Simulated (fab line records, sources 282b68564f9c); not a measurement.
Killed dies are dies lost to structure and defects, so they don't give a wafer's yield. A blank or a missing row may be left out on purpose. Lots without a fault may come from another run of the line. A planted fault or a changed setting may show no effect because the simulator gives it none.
Which tool did it? | flow rit_cmos | 14 lots, 42 wafers sampled, at 2 steps of a route of 202

WHAT THE GAUGES READ, wafer by wafer
RIT_FOX1_THK_MEAS_01. Usual: FOX1_OXIDE_THK 354 nm, standard deviation 7.8.
lot  | measured    | on            | FOX1_OXIDE_THK (nm) | flag
L254 | day 1 18:01 | film_metro-02 | 356 365 363         |
L255 | day 1 23:23 | film_metro-01 | 366 364 364         |
L256 | day 2 03:14 | film_metro-02 | 351 354 348         |
L257 | day 2 08:15 | film_metro-01 | 364 358 356         |
L258 | day 2 16:09 | film_metro-01 | 361 356 352         |
L259 | day 2 19:27 | film_metro-02 | 350 352 354         |
L260 | day 2 23:17 | film_metro-02 | 362 356 365         |
L262 | day 3 10:30 | film_metro-01 | 346 343 348         |
L263 | day 3 14:20 | film_metro-01 | 347 339 343         |
L267 | day 4 09:58 | film_metro-01 | 304 305 300         | OFF
L268 | day 4 15:56 | film_metro-01 | 352 347 352         |
L270 | day 5 00:57 | film_metro-01 | 318 325 316         | OFF
L274 | day 5 21:29 | film_metro-01 | 355 356 346         |
L277 | day 6 12:01 | film_metro-02 | 363 365 366         |

WHICH TOOL RAN EACH LOT (tool, then ch and the chambers of the sampled wafers, then the start)
lot  | RIT_FOX1_OXIDATION_00
L254 | furnace-04 ch 0, day 1 16:41
L255 | furnace-04 ch 0, day 1 22:03
L256 | furnace-04 ch 0, day 2 01:55
L257 | furnace-04 ch 0, day 2 06:55
L258 | furnace-04 ch 0, day 2 14:50
L259 | furnace-04 ch 0, day 2 18:07
L260 | furnace-04 ch 0, day 2 21:58
L262 | furnace-03 ch 0, day 3 09:11
L263 | furnace-03 ch 0, day 3 13:01
L267 | furnace-03 ch 0, day 4 08:39
L268 | furnace-04 ch 0, day 4 14:37
L270 | furnace-03 ch 0, day 4 23:38
L274 | furnace-04 ch 0, day 5 20:10
L277 | furnace-04 ch 0, day 6 10:42
- RIT_FOX1_OXIDATION_00: target thk 350.7 nm, ox time 1130 s.

WHAT THE TOOLS THEMSELVES READ (means of the sampled wafers that have a number; where no wafer has one, the mark that the record gives instead)
RIT_FOX1_OXIDATION_00. Usual: spike_tc_centre_C 1101.8 C, standard deviation 1.3; spike_tc_load_C 1128 C, standard deviation 5.3; spike_tc_source_C 1126.4 C, standard deviation 1.8; tube_center_temp_C 1100 C, standard deviation 0.099; tube_center_temp_C_max 1102.9, standard deviation 0.44; zone_power_centre_pct 51 %, standard deviation 5.1.
lot  | tool       | spike_tc_centre_C (C) | spike_tc_load_C (C) | spike_tc_source_C (C) | tube_center_temp_C (C) | tube_center_temp_C_max | zone_power_centre_pct (%) | flag
L254 | furnace-04 | 1101.5                | 1134                | 1126.2                | 1100                   | 1103.0                 | 48                        |
L255 | furnace-04 | 1100.5                | 1133                | 1126.5                | 1100                   | 1103.3                 | 48                        |
L256 | furnace-04 | 1100.1                | 1134                | 1125.7                | 1100                   | 1103.0                 | 48                        |
L257 | furnace-04 | 1100.8                | 1134                | 1127.0                | 1100                   | 1103.1                 | 48                        |
L258 | furnace-04 | 1100.9                | 1134                | 1126.0                | 1100                   | 1102.4                 | 48                        |
L259 | furnace-04 | 1100.0                | 1134                | 1126.9                | 1100                   | 1102.8                 | 48                        |
L260 | furnace-04 | 1101.4                | 1133                | 1127.1                | 1100                   | 1103.0                 | 48                        |
L262 | furnace-03 | 1102.4                | 1124                | 1127.9                | 1100                   | 1103.0                 | 57                        |
L263 | furnace-03 | 1102.2                | 1124                | 1128.0                | 1100                   | 1102.8                 | 57                        |
L267 | furnace-03 | 1077.9                | 1100                | 1101.8                | 1075                   | 1077.7                 | 56                        | OFF
L268 | furnace-04 | 1101.0                | 1135                | 1125.4                | 1100                   | 1102.8                 | 48                        |
L270 | furnace-03 | 1077.8                | 1098                | 1102.7                | 1075                   | 1078.0                 | 55                        | OFF
L274 | furnace-04 | 1101.1                | 1133                | 1127.0                | 1100                   | 1103.0                 | 48                        |
L277 | furnace-04 | 1100.6                | 1133                | 1126.7                | 1100                   | 1102.7                 | 48                        |

THE ANSWER, worked out from the rows above alone
Rule: a lot is off if the mean of its wafers that have a number lies more than 3 standard deviations from the usual mean. A lot without any number at a reading at which 4 lots or more have one is off too. The other lots that the step has rows for count as sound. The gauges are gone through in route order, then the tools' own readings, and for those a lot's mean is taken as printed above. The first step at which some lot is off is used, and at that step the reading that is off furthest; a lot without a number counts as furthest.
Off: L267, L270, at RIT_FOX1_THK_MEAS_01 (FOX1_OXIDE_THK).
A tool fits if, at a process step before that reading, it ran every lot that is off, and no sound lot after the first of them. The gauges at RIT_FOX1_THK_MEAS_01 aren't tried: what is off there is off at RIT_FOX1_OXIDATION_00 too, on other tools, and a gauge's error can't cause that. One fits: furnace-03 at RIT_FOX1_OXIDATION_00. Its last sound lot is L263 (day 3 13:01), its first lot that is off L267 (day 4 08:39): a fault that began between those two fits.
The tool's own readings at RIT_FOX1_OXIDATION_00 bear it out: on the lots that are off they differ by more than 5 times the standard deviation of the sound lots' means. spike_tc_centre_C reads 1077.8 C there against 1101.0 C on the sound lots; spike_tc_load_C reads 1099 C there against 1132 C on the sound lots; spike_tc_source_C reads 1102.2 C there against 1126.7 C on the sound lots; tube_center_temp_C reads 1075 C there against 1100 C on the sound lots; tube_center_temp_C_max reads 1077.8 there against 1102.9 on the sound lots.

WHAT THE SIMULATOR HAD PUT IN
Process parameter drift: furnace-03, from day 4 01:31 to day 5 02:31, at RIT_FOX1_OXIDATION_00. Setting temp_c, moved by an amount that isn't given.
Lots struck among those shown: L267, L270. The rule above found the same.
